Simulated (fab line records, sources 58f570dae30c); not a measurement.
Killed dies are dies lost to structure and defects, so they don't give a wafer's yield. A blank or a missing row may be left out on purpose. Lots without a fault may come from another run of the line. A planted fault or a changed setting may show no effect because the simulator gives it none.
Which tool did it? | flow berkeley_cmos170 | 7 lots, 21 wafers sampled, at 3 steps of a route of 331

WHAT THE GAUGES READ, wafer by wafer
UCB170_M2_CD_MEAS_90: target cd 700 nm.
lot  | measured     | on        | cd_nm (nm)
L260 | day 7 19:16  | cd_sem-02 | 700 703 698
L264 | day 8 14:58  | cd_sem-01 | 704 707 705
L266 | day 9 15:43  | cd_sem-02 | 696 702 701
L268 | day 9 16:13  | cd_sem-02 | 701 700 707
L274 | day 10 11:20 | cd_sem-01 | 706 707 711
L278 | day 11 04:43 | cd_sem-01 | 705 707 703
L282 | day 12 00:14 | cd_sem-01 | 700 701 698

WHICH TOOL RAN EACH LOT (tool, then ch and the chambers of the sampled wafers, then the start)
lot  | UCB170_V1_ETCH_14                  | UCB170_M2_SOFTBAKE_11
L260 | rie_diel-02 ch 0,2, day 7 15:21    | litho_track-04 ch 0, day 7 19:16 or earlier
L264 | rie_diel-02 ch 0,1,2, day 8 11:32  | litho_track-04 ch 0, day 8 14:58 or earlier
L266 | rie_diel-02 ch 0,1,2, day 9 10:09  | litho_track-02 ch 0, day 9 15:43 or earlier
L268 | rie_diel-04 ch 0,1, day 9 10:34    | litho_track-03 ch 0, day 9 16:13 or earlier
L274 | rie_diel-04 ch 0,1,2, day 10 08:07 | litho_track-03 ch 0, day 10 11:20 or earlier
L278 | rie_diel-02 ch 0,2, day 11 00:50   | litho_track-02 ch 0, day 11 04:43 or earlier
L282 | rie_diel-02 ch 0,2,3, day 11 20:05 | litho_track-03 ch 0, day 12 00:14 or earlier
- UCB170_V1_ETCH_14: etches SiO2 in CHF3/CF4/Ar, stops on Al, target depth 1250 nm, time 291 s.
- UCB170_M2_SOFTBAKE_11: time 61.31 s.

THE ANSWER, worked out from the rows above alone
Rule: what is usual is taken from the lots themselves. Put in order of their means at a reading, lots are off if they are a third of the lots or fewer, leave a main group of 4 or more, and stand apart from it by a gap of 3 or more times the standard deviation of the main group's means; of several such gaps the widest counts. A main group whose means are all the same, to the digits that the tables above print for the reading, isn't used. A lot without any number at a reading at which 4 lots or more have one is off too. The other lots that the step has rows for count as sound.
No lot is off at any reading shown: from this, nothing can be told.

WHAT THE SIMULATOR HAD PUT IN
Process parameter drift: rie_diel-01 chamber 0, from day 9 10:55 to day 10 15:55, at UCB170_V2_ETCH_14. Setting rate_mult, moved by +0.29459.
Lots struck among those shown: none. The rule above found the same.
